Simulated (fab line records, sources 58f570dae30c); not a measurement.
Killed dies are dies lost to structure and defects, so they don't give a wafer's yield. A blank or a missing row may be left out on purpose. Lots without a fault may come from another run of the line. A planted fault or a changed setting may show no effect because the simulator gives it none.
Which tool did it? | flow berkeley_cmos170 | 7 lots, 21 wafers sampled, at 2 steps of a route of 331

WHAT THE GAUGES READ, wafer by wafer
UCB170_NWELL_TW_MEAS_16.
lot  | measured    | on            | NWELL_TW
L396 | day 3 11:59 | film_metro-04 | 1248 1254 1252
L399 | day 4 04:19 | film_metro-03 | 1247 1244 1253
L401 | day 4 11:19 | film_metro-03 | 1247 1248 1245
L403 | day 5 02:13 | film_metro-02 | 1256 1261 1257
L405 | day 5 02:25 | film_metro-04 | 1256 1259 1259
L411 | day 6 04:55 | film_metro-02 | 1259 1257 1263
L413 | day 6 19:55 | film_metro-03 | 1231 1222 1226

WHICH TOOL RAN EACH LOT (tool, then ch and the chambers of the sampled wafers, then the start)
lot  | UCB170_NWELL_IMPLANT_14
L396 | implanter-02 ch 0, day 3 11:44
L399 | implanter-02 ch 0, day 4 04:04
L401 | implanter-02 ch 0, day 4 11:05
L403 | implanter-04 ch 0, day 5 01:58
L405 | implanter-01 ch 0, day 5 02:10
L411 | implanter-01 ch 0, day 6 04:41
L413 | implanter-02 ch 0, day 6 19:40
- UCB170_NWELL_IMPLANT_14

THE ANSWER, worked out from the rows above alone
Rule: what is usual is taken from the lots themselves. Put in order of their means at a reading, lots are off if they are a third of the lots or fewer, leave a main group of 4 or more, and stand apart from it by a gap of 3 or more times the standard deviation of the main group's means; of several such gaps the widest counts. A main group whose means are all the same, to the digits that the tables above print for the reading, isn't used. A lot without any number at a reading at which 4 lots or more have one is off too. The other lots that the step has rows for count as sound.
Off: L413, at UCB170_NWELL_TW_MEAS_16 (NWELL_TW). The main group: mean 1254, standard deviation 5.2.
A tool fits if, at a process step before that reading, it ran every lot that is off, and no sound lot after the first of them. The gauges at UCB170_NWELL_TW_MEAS_16 are tried like those tools. Can't be told from this: 2 tools fit, implanter-02 at UCB170_NWELL_IMPLANT_14, film_metro-03 at UCB170_NWELL_TW_MEAS_16.

WHAT THE SIMULATOR HAD PUT IN
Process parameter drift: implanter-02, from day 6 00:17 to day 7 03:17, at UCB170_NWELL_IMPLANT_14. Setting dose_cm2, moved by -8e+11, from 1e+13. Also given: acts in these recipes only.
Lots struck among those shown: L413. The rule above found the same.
